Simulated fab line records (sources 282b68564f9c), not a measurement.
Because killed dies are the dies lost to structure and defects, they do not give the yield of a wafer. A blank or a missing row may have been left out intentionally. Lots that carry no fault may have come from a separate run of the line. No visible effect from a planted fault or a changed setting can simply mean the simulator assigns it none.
Lot-split experiment -- flow rit_cmos -- on a route of 202 steps: 5 lots, 23 wafers read

## SPLIT DETAILS
At RIT_PRETRO_COAT_01 (resist thk 1300 nm), the setting resist_thk_nm was moved away from the recipe's 1300 nm on 7 of the 23 wafers read, by -4.5% to +3.0%. The other wafers ran this setting at the recipe's value.

## FROM THE SPLIT TO THE READING: what the file shows between them, 3 steps
- RIT_PRETRO_SOFTBAKE_02: time 60 s
- RIT_PRETRO_EXPOSE_03: exposes mask M5, target cd 43700 nm
- RIT_PRETRO_DEVELOP_05: develop time 68 s

## THE READING
NOVOLAK_of_PRETRO_COAT_01.thk_nm (the simulator's own value, which no gauge read), in nm, at RIT_PRETRO_HARDBAKE_07 (time 120 s). The file does not state a usual value for it. Average 1139 nm, standard deviation 2.6 nm, over the 16 wafers here run with the recipe.

wafer,"tool, chamber at the split","resist_thk_nm as run, nm",against the recipe,"NOVOLAK_of_PRETRO_COAT_01.thk_nm, nm",against lot-mates on the recipe
L078.2,"litho_track-03, 0",1300,recipe,1139,-
L078.4,"litho_track-03, 0",1300,recipe,1141,-
L078.5,"litho_track-03, 0",1300,recipe,1144,-
L079.2,"litho_track-04, 0",1300,recipe,1136,-
L079.3,"litho_track-04, 0",1300,recipe,1138,-
L079.6,"litho_track-04, 0",1300,recipe,1138,-
L079.4,"litho_track-04, 0",1300,recipe,1137,-
L079.5,"litho_track-04, 0",1300,recipe,1139,-
L080.1,"litho_track-01, 0",1241,-4.5%,1083,-56
L080.3,"litho_track-01, 0",1300,recipe,1141,-
L080.4,"litho_track-01, 0",1300,recipe,1136,-
L080.5,"litho_track-01, 0",1241,-4.5%,1086,-52
L080.6,"litho_track-01, 0",1241,-4.5%,1088,-50
L081.1,"litho_track-03, 0",1300,recipe,1136,-
L081.2,"litho_track-03, 0",1300,recipe,1137,-
L081.3,"litho_track-03, 0",1300,recipe,1138,-
L081.4,"litho_track-03, 0",1260,-3.1%,1105,-32
L081.5,"litho_track-03, 0",1260,-3.1%,1104,-33
L083.1,"litho_track-01, 0",1339,+3.0%,1178,+36
L083.3,"litho_track-01, 0",1300,recipe,1143,-
L083.4,"litho_track-01, 0",1300,recipe,1142,-
L083.5,"litho_track-01, 0",1300,recipe,1142,-
L083.6,"litho_track-01, 0",1339,+3.0%,1174,+32

THE FIT
A straight line over all 23 wafers: NOVOLAK_of_PRETRO_COAT_01.thk_nm changes by +11.8 nm for each +1% of resist_thk_nm; r = +0.99; the points scatter about the line by 2.5 nm.
The same after taking each lot's own level away (the mean of its wafers on the recipe; 23 wafers): +11.4 nm for each +1%; r = +1.00; scatter 1.8 nm.
On that fit, the largest move of resist_thk_nm shifts the reading by 52 nm.
From 1137.0 to 1142.3 nm: that is the span of the lots' own levels, equal to 2.1 times the standard deviation above.
Hence the lot-to-lot level has little effect on the slope; both slopes agree.
Check: for one of the wafers moved furthest among these (-4.5%), held out of the fit, the line's prediction against its lot-mates is -50.5 nm. Against them it came out at -55.5 nm.

## THE OTHER SPLITS THESE WAFERS WENT THROUGH
Before the reading, these wafers also passed through other splits. Each is held against what the fit with the lots' levels taken away leaves over:
other split on the same wafers,wafers away from the commonest value,r with NOVOLAK_of_PRETRO_COAT_01.thk_nm (lot level and that fit taken away)
RIT_ACTIVE_COAT_06 spin_rpm,10,+0.35
RIT_ACTIVE_HARDBAKE_12 temp_c,10,+0.22
RIT_FOX2_OXIDATION_00 ox_time_s,15,+0.19
RIT_PWELL_COAT_01 resist_thk_nm,10,-0.35
RIT_PWELL_HARDBAKE_07 temp_c,5,-0.03
RIT_NRETRO_COAT_01 resist_thk_nm,9,-0.18

## THE WHOLE CHAIN: every reading that the file lists as answering this split, in the file's order
step,what it does,reading,change (the file's fit),r (the file's)
RIT_PRETRO_COAT_01,resist thk 1300 nm,"NOVOLAK_of_PRETRO_COAT_01.thk_nm (the simulator's own value, which no gauge read)",+13.2 nm for each +1% of the setting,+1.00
RIT_PRETRO_HARDBAKE_07,time 120 s,"NOVOLAK_of_PRETRO_COAT_01.thk_nm (the simulator's own value, which no gauge read)",+11.4 nm for each +1% of the setting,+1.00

## THE FILE'S OWN FIT
NOVOLAK_of_PRETRO_COAT_01.thk_nm changes by +11.4 nm for each +1% of resist_thk_nm, r = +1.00.
